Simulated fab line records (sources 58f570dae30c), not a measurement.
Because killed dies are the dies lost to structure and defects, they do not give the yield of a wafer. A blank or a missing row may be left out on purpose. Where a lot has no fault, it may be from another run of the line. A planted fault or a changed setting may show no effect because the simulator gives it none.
Shared-tool check	flow berkeley cmos170	Lots sampled 13, wafers sampled 39

## REASON FOR OPENING
UCB170_PFIELD_TW_MEAS_09, reading PFIELD_TW: flagged on 1 of 13 lots. Fault-free wafers read 598, with a standard deviation of 4.1.
Rule: flag the lot when none of its wafers has a number, or when each of its wafers that has one lies beyond 4 standard deviations from that mean. The other lots count as sound.

lot	measured	on	PFIELD_TW, wafer by wafer	flag
L550	day 4 19:50	film metro-01	595 596 594	
L552	day 5 04:59	film metro-02	600 599 599	
L551	day 5 05:10	film metro-01	595 598 591	
L554	day 5 18:40	film metro-04	600 600 599	
L557	day 6 11:42	film metro-02	596 595 597	
L559	day 6 16:04	film metro-02	596 593 598	
L560	day 6 16:23	film metro-04	606 607 607	
L558	day 6 16:53	film metro-01	29 30 30	FLAGGED
L561	day 6 17:29	film metro-02	598 593 595	
L564	day 7 17:22	film metro-02	599 600 599	
L570	day 9 00:14	film metro-01	596 601 598	
L571	day 9 09:09	film metro-02	596 602 599	
L573	day 9 23:46	film metro-02	597 600 597	
On average the flagged lots read 30, which is -568 against the usual, or -99 or more standard deviations.

## EACH LOT AND THE TOOL IT RAN ON
The record holds 1 process step before the reading, out of a route of 331 steps. Read each cell as the tool, then ch plus the chambers that the sampled wafers visited, then the start.
lot	flag	UCB170_PFIELD_EXPOSE_03
L550		krf scanner-02 ch 0, day 4 18:34
L552		krf scanner-02 ch 0, day 5 03:58
L551		krf scanner-02 ch 0, day 5 04:10
L554		krf scanner-01 ch 0, day 5 18:00
L557		krf scanner-02 ch 0, day 6 10:47
L559		krf scanner-02 ch 0, day 6 14:36
L560		krf scanner-01 ch 0, day 6 14:58
L558	FLAGGED	krf scanner-02 ch 0, day 6 15:35
L561		krf scanner-01 ch 0, day 6 16:22
L564		krf scanner-02 ch 0, day 7 16:40
L570		krf scanner-02 ch 0, day 8 23:13
L571		krf scanner-02 ch 0, day 9 07:23
L573		krf scanner-02 ch 0, day 9 22:25
What is done by these steps:
- UCB170_PFIELD_EXPOSE_03: exposes mask PFIELD, target cd 1500 nm.
- UCB170_PFIELD_TW_MEAS_09

## FLAGGED AGAINST TOTAL, ONE TOOL AT A TIME (gauges that did the reading follow at the end)
step	tool	lots run	flagged	share of the flagged lots	sound lots run after its first flagged lot
UCB170_PFIELD_EXPOSE_03	krf scanner-01	3	0	none	-
UCB170_PFIELD_EXPOSE_03	krf scanner-02	10	1	all	4 (L564,L570,L571,L573)
UCB170_PFIELD_TW_MEAS_09	film metro-01	4	1	all	1 (L570)
UCB170_PFIELD_TW_MEAS_09	film metro-02	7	0	none	-
UCB170_PFIELD_TW_MEAS_09	film metro-04	2	0	none	-

## WHAT THE TABLE PERMITS
Rows of the table that ran all the flagged lots, 2 in number: krf scanner-02 at UCB170_PFIELD_EXPOSE_03; film metro-01 at UCB170_PFIELD_TW_MEAS_09.
- krf scanner-02 at UCB170_PFIELD_EXPOSE_03 ran 10 lots, 1 of them flagged. Sound lots ran on it after the first flagged one (L564, L570, L571, L573), which a lasting fault on the whole tool wouldn't allow.
- film metro-01 at UCB170_PFIELD_TW_MEAS_09 ran 4 lots, 1 of them flagged. Sound lots ran on it after the first flagged one (L570), which a lasting fault on the whole tool wouldn't allow.
There is no row in the table that ran each flagged lot and no sound lot after the first.

## WHAT THE SIMULATOR HAD PUT IN
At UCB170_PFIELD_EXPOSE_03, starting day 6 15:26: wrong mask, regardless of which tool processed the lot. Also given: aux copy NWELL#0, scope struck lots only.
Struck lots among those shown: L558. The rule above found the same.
